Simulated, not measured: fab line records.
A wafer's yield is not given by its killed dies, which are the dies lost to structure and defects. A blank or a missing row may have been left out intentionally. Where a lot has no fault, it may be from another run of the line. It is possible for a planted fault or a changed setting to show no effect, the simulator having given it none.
fab line records | flow berkeley_cmos170
[record] lots = 15 wafers = 45 last_day = 11
route steps=331 shown PWELL@45 M1@252 M3@312
lots untouched by any fault: they come from a run of this same line in which no faults occurred
start_h: hours from the record's opening day to when the first of the lot's shown wafers began | wait_h: hours since the lot's step before | " repeats the value in the row above | L1.1+2: a single row standing in for several wafers | - value missing, or start not given | * or withheld: withheld | < > ~ a bound
route shown NAME@n: NAME is a module with steps in the file, n the number in the route of the first one | usual: the fault-free wafers' mean and standard deviation | same: alike in all rows | chamber/n: place in a boat | sites: readings site by site | _std_site: how widely they spread, as a standard deviation | _edge_site: mean of outer sites minus mean of inner sites | radius_mm: how far each site lies from the wafer's centre | mask NAME#n: copy n | behind: the tool/chamber that last shaped the wafer | hold: the reason the lot was held/the length of the hold in hours/how it ended | device: the n, p or np transistor that did not switch | end of line: tests run on the same wafers once the route is complete | where a step has no rows: the recipe by itself | killed: the dies lost at the first sort to structure and to defects; this is not the yield of the wafer | map: the dies of a wafer, with x for killed, . for not killed, _ for no die there
set.NAME: the setting the step ran with; set.NAME@STEP: the setting that earlier step ran with | model.NAME: the simulator's own value behind a step, which no gauge read
a sample of lots followed through the steps of the route, with each step as a table and each wafer as a row
services: the hour from which a tool's chamber was out of use, counted from the record's first day as start_h (under 0 if before that day), plus the number of hours and why
[[steps]]
[step UCB170_PWELL_PEB_11]
[recipe] peb_temp_c = 130 peb_time_s = withheld resist = KrF
[usual] heater_power_total_W = 56.80/0.042
// columns lot.wafer tool chamber start_h wait_h heater_power_total_W
L200.1 litho_track-04 0 61.10 0.2 56.84
L200.2 " 0 " " 56.89
L200.6 " 0 " " 56.84
L201.1 litho_track-03 0 74.75 0.1 56.81
L201.3 " 0 " " 56.79
L201.5 " 0 " " 56.81
L202.1 litho_track-04 0 74.99 0.1 56.79
L202.2 " 0 " " 56.84
L202.4 " 0 " " 56.80
L203.2 litho_track-03 0 85.47 0.3 56.85
L203.5 " 0 " " 56.85
L203.6 " 0 " " 56.79
L204.1 litho_track-03 0 85.72 0.3 56.83
L204.3 " 0 " " 56.74
L204.6 " 0 " " 56.81
L206.1 litho_track-02 0 109.79 0.3 56.73
L206.4 " 0 " " 56.78
L206.5 " 0 " " 56.77
L207.1 litho_track-02 0 115.30 0.4 56.83
L207.2 " 0 " " 56.78
L207.6 " 0 " " 56.85
L208.1 litho_track-03 0 115.47 0.5 56.81
L208.4 " 0 " " 56.75
L208.5 " 0 " " 56.74
L211.1 litho_track-04 0 115.64 0.2 56.75
L211.3 " 0 " " 56.82
L211.6 " 0 " " 56.82
L209.2 litho_track-02 0 115.87 0.3 56.83
L209.3 " 0 " " 56.81
L209.5 " 0 " " 56.78
L217.1 litho_track-04 0 145.12 0.4 59.24
L217.2 " 0 " " 59.18
L217.4 " 0 " " 59.19
L218.1 litho_track-04 0 145.39 0.4 59.19
L218.2 " 0 " " 59.19
L218.6 " 0 " " 59.23
L219.1 litho_track-04 0 151.52 0.3 59.22
L219.2 " 0 " " 59.21
L219.4 " 0 " " 59.28
L221.2 litho_track-03 0 156.19 0.3 56.81
L221.3 " 0 " " 56.84
L221.6 " 0 " " 56.83
L220.1 litho_track-03 0 156.44 0.4 56.74
L220.2 " 0 " " 56.80
L220.4 " 0 " " 56.79
[step UCB170_M1_CD_MEAS_90]
[recipe] target_cd_nm = 700
[usual] cd_nm = 700.9/2.1
// columns lot.wafer tool chamber start_h wait_h cd_nm
L200.1 cd_sem-02 - 163.70 0.1 702.9
L200.2 " - " " 702.1
L200.6 " - " " 699.3
L201.1 cd_sem-02 - 173.35 0.1 699.9
L201.3 " - " " 703.2
L201.5 " - " " 703.4
L202.1 cd_sem-01 - 175.80 0.2 701.1
L202.2 " - " " 698.2
L202.4 " - " " 699.2
L204.1 cd_sem-02 - 185.95 0.1 697.8
L204.3 " - " " 701.8
L204.6 " - " " 698.0
L203.2 cd_sem-02 - 186.27 0.1 697.7
L203.5 " - " " 697.5
L203.6 " - " " 702.1
L206.1 cd_sem-01 - 198.99 0.1 700.9
L206.4 " - " " 702.0
L206.5 " - " " 698.4
L208.1 cd_sem-02 - 207.13 0.1 702.9
L208.4 " - " " 702.0
L208.5 " - " " 703.6
L207.1 cd_sem-01 - 208.23 0.1 701.3
L207.2 " - " " 699.3
L207.6 " - " " 702.4
L211.1 cd_sem-02 - 209.82 0.1 704.9
L211.3 " - " " 702.6
L211.6 " - " " 702.8
L209.2 cd_sem-01 - 210.24 0.1 701.9
L209.3 " - " " 702.6
L209.5 " - " " 703.4
L217.1 cd_sem-01 - 243.08 0.1 696.9
L217.2 " - " " 701.1
L217.4 " - " " 701.2
L221.2 cd_sem-02 - 244.91 0.1 701.2
L221.3 " - " " 700.9
L221.6 " - " " 700.9
L220.1 cd_sem-02 - 245.17 0.1 700.4
L220.2 " - " " 697.9
L220.4 " - " " 700.5
L218.1 cd_sem-01 - 245.45 0.1 700.0
L218.2 " - " " 703.6
L218.6 " - " " 698.3
L219.1 cd_sem-01 - 252.40 0.1 702.9
L219.2 " - " " 703.0
L219.4 " - " " 704.4
[step UCB170_M3_THK_MEAS_03]
[recipe] thk_meas_gauge = xrf reads = Al_of_M3_SPUTTER_01
[usual] M3_AL_THK = 915/10
// columns lot.wafer tool chamber start_h wait_h M3_AL_THK[nm]
L200.1 film_metro-03 - 176.55 0.1 904
L200.2 " - " " 922
L200.6 " - " " 920
L201.1 film_metro-02 - 185.48 0.1 903
L201.3 " - " " 904
L201.5 " - " " 898
L202.1 film_metro-01 - 187.67 0.1 913
L202.2 " - " " 917
L202.4 " - " " 911
L203.2 film_metro-03 - 202.10 0.1 898
L203.5 " - " " 903
L203.6 " - " " 901
L204.1 film_metro-01 - 202.48 0.1 913
L204.3 " - " " 916
L204.6 " - " " 915
L206.1 film_metro-01 - 217.00 0.1 915
L206.4 " - " " 919
L206.5 " - " " 907
L207.1 film_metro-03 - 221.14 0.1 913
L207.2 " - " " 914
L207.6 " - " " 919
L211.1 film_metro-01 - 221.41 0.1 919
L211.3 " - " " 930
L211.6 " - " " 905
L208.1 film_metro-03 - 221.72 0.1 901
L208.4 " - " " 904
L208.5 " - " " 900
L209.2 film_metro-03 - 223.99 0.1 916
L209.3 " - " " 905
L209.5 " - " " 925
L217.1 film_metro-01 - 256.74 0.1 922
L217.2 " - " " 930
L217.4 " - " " 910
L221.2 film_metro-03 - 256.90 0.1 911
L221.3 " - " " 911
L221.6 " - " " 907
L220.1 film_metro-02 - 257.16 0.1 901
L220.2 " - " " 894
L220.4 " - " " 901
L218.1 film_metro-03 - 257.58 0.1 912
L218.2 " - " " 914
L218.6 " - " " 922
L219.1 film_metro-02 - 266.75 0.1 904
L219.2 " - " " 901
L219.4 " - " " 913
[step UCB170_M3_STRIP_19]
[recipe] chemistry = O2 power_w = 400 pressure_mtorr = 3500 platen_temp_c = withheld o2_flow_sccm = 400 overash_fraction = 0.5
[usual] drypump_motor_current_A = 5.9/0.62 oes_product_au = 0.528/0.013
// columns lot.wafer tool chamber start_h wait_h drypump_motor_current_A oes_product_au rf_hours_counter_h
L200.1 plasma_asher-03 1 178.72 0.1 5.8 0.516 48
L200.2 " 0 " " 5.9 0.533 48
L200.6 " 0 " " 5.9 0.537 -
L201.1 plasma_asher-03 1 187.82 0.1 5.8 0.552 49
L201.3 " 1 " " 5.8 0.538 -
L201.5 " 0 " " 5.9 0.529 -
L202.1 plasma_asher-02 0 189.93 0.1 6.8 0.517 8
L202.2 " 1 " " 5.2 0.528 8
L202.4 " 1 " " 5.2 0.517 -
L203.2 plasma_asher-03 1 204.62 0.2 5.8 0.535 51
L203.5 " 0 " " 5.9 0.542 -
L203.6 " 1 " " 5.8 0.526 -
L204.1 plasma_asher-02 1 205.02 0.4 5.2 0.520 10
L204.3 " 1 " " 5.2 0.516 -
L204.6 " 0 " " 6.8 0.523 -
L206.1 plasma_asher-02 0 219.55 0.1 6.8 0.511 12
L206.4 " 0 " " 6.8 0.508 -
L206.5 " 0 " " 6.8 0.512 -
L207.1 plasma_asher-04 0 224.42 0.1 6.5 0.543 44
L207.2 " 1 " " 5.3 0.548 44
L207.6 " 0 " " 6.5 0.545 -
L211.1 plasma_asher-03 1 224.57 0.1 5.8 0.531 54
L211.3 " 0 " " 5.9 0.515 -
L211.6 " 1 " " 5.8 0.537 -
L208.1 plasma_asher-04 0 226.87 0.1 6.5 0.522 44
L208.4 " 1 " " 5.3 0.544 -
L208.5 " 1 " " 5.3 0.530 -
L209.2 plasma_asher-02 1 226.97 0.1 5.2 0.539 13
L209.3 " 0 " " 6.8 0.541 -
L209.5 " 1 " " 5.2 0.544 -
L217.1 plasma_asher-04 1 258.88 0.1 5.3 0.521 48
L217.2 " 0 " " 6.5 0.543 48
L217.4 " 1 " " 5.3 0.520 -
L221.2 plasma_asher-02 1 259.12 0.1 5.2 0.523 16
L221.3 " 1 " " 5.2 0.534 -
L221.6 " 0 " " 6.8 0.541 -
L220.1 plasma_asher-03 0 259.36 0.1 5.9 0.538 58
L220.2 " 1 " " 5.9 0.529 58
L220.4 " 1 " " 5.8 0.542 -
L218.1 plasma_asher-04 1 259.73 0.1 5.3 0.539 48
L218.2 " 0 " " 6.5 0.504 48
L218.6 " 0 " " 6.5 0.529 -
L219.1 plasma_asher-02 1 268.88 0.1 5.2 0.539 17
L219.2 " 0 " " 6.8 0.534 17
L219.4 " 1 " " 5.2 0.543 -
[[services]]
// columns tool chamber start_h hours kind
plasma_asher-04 - 66.65 22.9 pm
plasma_asher-02 - 82.66 2.7 repair
plasma_asher-03 - 94.72 4.1 repair
plasma_asher-04 - 105.77 2.1 repair
plasma_asher-02 - 108.75 9.0 pm
plasma_asher-02 0 108.75 9.0 vent_cycle
plasma_asher-02 1 108.75 9.0 vent_cycle
plasma_asher-04 - 111.17 2.8 repair
plasma_asher-02 0 117.75 - clean
plasma_asher-02 1 117.75 - clean
plasma_asher-03 - 154.94 2.8 pm
plasma_asher-03 - 163.50 9.4 repair
plasma_asher-02 - 177.81 9.5 repair
plasma_asher-03 - 242.31 5.1 repair
[[key]]
[first_sign] step = UCB170_PWELL_PEB_11 reading = heater_power_total_W direction = up sigmas = 57 usual = 56.80 struck = 59.21
effect none on later readings
met_at UCB170_PWELL_PEB_11
struck_lots L217,L218,L219
tester_left_out L217,L218,L219
not_acting_at UCB170_M1_CD_MEAS_90,UCB170_M3_THK_MEAS_03,UCB170_M3_STRIP_19
[fault] kind = process_parameter_drift tool = litho_track-04 chamber = - onset_h = 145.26 steps = UCB170_PWELL_PEB_11 channel = peb_time_s offset = withheld shape = step end_h = 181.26 acts_in = *
// tester_left_out: of these lots the tester's yield and bins aren't shown, on N5 and GAA mostly nor the transistor test; their killed dies are dies lost to structure and defects alone, not to doping, threshold or leakage, so they don't give the yield
